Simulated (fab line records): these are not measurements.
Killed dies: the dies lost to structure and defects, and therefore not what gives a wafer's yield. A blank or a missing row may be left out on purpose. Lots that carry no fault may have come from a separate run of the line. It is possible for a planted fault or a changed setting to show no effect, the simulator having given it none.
The tool behind it: which one? | flow berkeleyCmos170 | 7 lots with 21 wafers sampled at 2 steps, on a route of 331 steps

WHAT THE GAUGES READ, wafer by wafer
UCB170_NWELL_THK_MEAS_02.
lot  | measured    | on           | NWELL_OXIDE_THK (nm)
L762 | day 2 13:06 | filmMetro-02 | 26.7 25.7 26.3
L765 | day 2 19:57 | filmMetro-01 | 26.3 26.8 26.4
L767 | day 3 12:05 | filmMetro-02 | 25.7 26.2 25.7
L771 | day 4 08:24 | filmMetro-03 | 26.3 26.6 26.8
L777 | day 5 18:16 | filmMetro-02 | 27.1 26.8 26.6
L778 | day 6 01:20 | filmMetro-01 | 26.5 26.3 25.9
L782 | day 6 22:19 | filmMetro-03 | 25.8 26.3 25.9

TOOL THAT RAN EACH LOT (tool first, then ch and the chambers of the sampled wafers, then the start)
lot  | UCB170_ZERO_HMDS_00
L762 | lithoTrack-04 ch 0, day 2 05:22
L765 | lithoTrack-03 ch 0, day 2 14:25
L767 | lithoTrack-04 ch 0, day 3 07:26
L771 | lithoTrack-01 ch 0, day 4 01:41
L777 | lithoTrack-03 ch 0, day 5 10:11
L778 | lithoTrack-01 ch 0, day 5 16:55
L782 | lithoTrack-03 ch 0, day 6 13:06
- UCB170_ZERO_HMDS_00: prime time 60 s.

THE ANSWER, worked out from the rows above alone
Rule: usual is defined by the lots themselves. Put in order of their means at a reading, lots are off if they are a third of the lots or fewer, leave a main group of 4 or more, and stand apart from it by a gap of 3 or more times the standard deviation of the main group's means; of several such gaps the widest counts. A main group is skipped when, at the precision printed for the reading in the tables above, its means are all equal. A lot without any number at a reading at which 4 lots or more have one is off too. Where the step has rows for the other lots, those lots are counted as sound.
Across all readings shown, no lot is off: no conclusion can be drawn from this.

WHAT THE SIMULATOR PUT IN
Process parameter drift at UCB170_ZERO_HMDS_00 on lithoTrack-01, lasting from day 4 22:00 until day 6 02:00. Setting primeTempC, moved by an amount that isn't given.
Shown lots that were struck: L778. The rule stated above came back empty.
